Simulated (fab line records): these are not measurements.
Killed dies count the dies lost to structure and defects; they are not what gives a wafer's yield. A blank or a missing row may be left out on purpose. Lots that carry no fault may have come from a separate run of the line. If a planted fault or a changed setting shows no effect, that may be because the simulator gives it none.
What tool caused it? :: flow ritCmos :: 13 lots with 39 wafers sampled at 2 steps, on a route of 202 steps

## WHAT THE GAUGES SHOWED, per wafer
RIT_GATE_OVL_MEAS_17. Usual: for GATE_OVL the level is 0.1 nm and the standard deviation is 1.2.
lot: L325
measured: day 2 14:01
on: overlay-02
GATE_OVL (nm): 0.7 1.1 0.8
flag: 

lot: L326
measured: day 2 20:41
on: overlay-01
GATE_OVL (nm): 0.9 -0.5 0.6
flag: 

lot: L327
measured: day 3 00:56
on: overlay-02
GATE_OVL (nm): -2.2 -0.5 -0.6
flag: 

lot: L328
measured: day 3 08:59
on: overlay-01
GATE_OVL (nm): -0.5 0.2 -1.6
flag: 

lot: L329
measured: day 3 11:14
on: overlay-02
GATE_OVL (nm): -0.4 0.3 -0.5
flag: 

lot: L331
measured: day 3 20:18
on: overlay-02
GATE_OVL (nm): 1.3 0.7 1.0
flag: 

lot: L332
measured: day 4 04:17
on: overlay-01
GATE_OVL (nm): -148.8 -151.8 -149.2 -148.5 -151.9 -149.0
flag: OFF

lot: L333
measured: day 4 08:29
on: overlay-01
GATE_OVL (nm): -148.9 -150.0 -149.3 -147.9 -150.2 -149.0
flag: OFF

lot: L335
measured: day 4 17:28
on: overlay-02
GATE_OVL (nm): -149.8 -152.6 -150.7 -149.8 -152.2 -150.4
flag: OFF

lot: L338
measured: day 5 08:17
on: overlay-01
GATE_OVL (nm): 0.1 -2.2 -0.4
flag: 

lot: L340
measured: day 5 18:08
on: overlay-02
GATE_OVL (nm): -0.7 -0.9 -0.3
flag: 

lot: L341
measured: day 6 00:56
on: overlay-01
GATE_OVL (nm): 1.1 0.0 1.3
flag: 

lot: L343
measured: day 6 10:20
on: overlay-02
GATE_OVL (nm): 0.4 1.2 2.7
flag: 

## WHAT TOOL EACH LOT RAN ON (gives the tool, then ch and the chambers of the sampled wafers, and finally the start)
lot: L325
RIT_GATE_EXPOSE_13: ilineStepper-02 ch 0, day 2 13:30

lot: L326
RIT_GATE_EXPOSE_13: ilineStepper-01 ch 0, day 2 20:11

lot: L327
RIT_GATE_EXPOSE_13: ilineStepper-02 ch 0, day 3 00:25

lot: L328
RIT_GATE_EXPOSE_13: ilineStepper-01 ch 0, day 3 08:29

lot: L329
RIT_GATE_EXPOSE_13: ilineStepper-02 ch 0, day 3 10:43

lot: L331
RIT_GATE_EXPOSE_13: ilineStepper-02 ch 0, day 3 19:47

lot: L332
RIT_GATE_EXPOSE_13: ilineStepper-01 ch 0, day 4 03:47

lot: L333
RIT_GATE_EXPOSE_13: ilineStepper-01 ch 0, day 4 08:01

lot: L335
RIT_GATE_EXPOSE_13: ilineStepper-01 ch 0, day 4 16:57

lot: L338
RIT_GATE_EXPOSE_13: ilineStepper-02 ch 0, day 5 07:46

lot: L340
RIT_GATE_EXPOSE_13: ilineStepper-02 ch 0, day 5 17:37

lot: L341
RIT_GATE_EXPOSE_13: ilineStepper-02 ch 0, day 6 00:22

lot: L343
RIT_GATE_EXPOSE_13: ilineStepper-02 ch 0, day 6 09:51
- RIT_GATE_EXPOSE_13: exposes mask M6, target cd 150 nm.

## WHAT THE TOOLS THEMSELVES READ (means of the sampled wafers that have a number; where no wafer has one, the mark that the record gives instead)
RIT_GATE_EXPOSE_13. Usual: 378.7 for exposureDoseMJCm2, sd 0.37.
lot: L325
tool: ilineStepper-02
exposureDoseMJCm2: 378.6
flag: 

lot: L326
tool: ilineStepper-01
exposureDoseMJCm2: 378.8
flag: 

lot: L327
tool: ilineStepper-02
exposureDoseMJCm2: 378.5
flag: 

lot: L328
tool: ilineStepper-01
exposureDoseMJCm2: 379.0
flag: 

lot: L329
tool: ilineStepper-02
exposureDoseMJCm2: 378.4
flag: 

lot: L331
tool: ilineStepper-02
exposureDoseMJCm2: 378.6
flag: 

lot: L332
tool: ilineStepper-01
exposureDoseMJCm2: 378.6
flag: 

lot: L333
tool: ilineStepper-01
exposureDoseMJCm2: 378.4
flag: 

lot: L335
tool: ilineStepper-01
exposureDoseMJCm2: 378.7
flag: 

lot: L338
tool: ilineStepper-02
exposureDoseMJCm2: 379.4
flag: 

lot: L340
tool: ilineStepper-02
exposureDoseMJCm2: 378.8
flag: 

lot: L341
tool: ilineStepper-02
exposureDoseMJCm2: 379.1
flag: 

lot: L343
tool: ilineStepper-02
exposureDoseMJCm2: 378.6
flag: 

## THE ANSWER, worked out from the rows above alone
Rule: lot off if the mean of its wafers having a number is beyond 3 standard deviations from the usual mean. A lot without any number at a reading at which 4 lots or more have one is off too. All remaining lots with rows at the step are treated as sound. After the gauges, taken in route order, come the tools' own readings; for these a lot's mean is taken, as printed above. At the first step where some lot is off, the reading lying furthest off is the one used; lots without a number count as furthest.
Off: L332, L333, L335, at RIT_GATE_OVL_MEAS_17 (GATE_OVL).
A tool fits if, at a process step before that reading, it ran every lot that is off, and no sound lot after the first of them. Gauges at RIT_GATE_OVL_MEAS_17: tried the same way as those tools. One fits: RIT_GATE_EXPOSE_13 on ilineStepper-01. Its last sound lot is L328 (day 3 08:29), its first lot that is off L332 (day 4 03:47): a fault that began between those two fits.

## WHAT THE SIMULATOR HAD PUT IN
Scanner matching overlay: ilineStepper-01, from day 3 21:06 on, at RIT_GATE_EXPOSE_13. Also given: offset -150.
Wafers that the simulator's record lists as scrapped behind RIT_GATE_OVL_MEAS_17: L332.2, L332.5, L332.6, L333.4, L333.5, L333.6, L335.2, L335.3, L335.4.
Lots struck among those shown: L332, L333, L335. The rule above found the same.
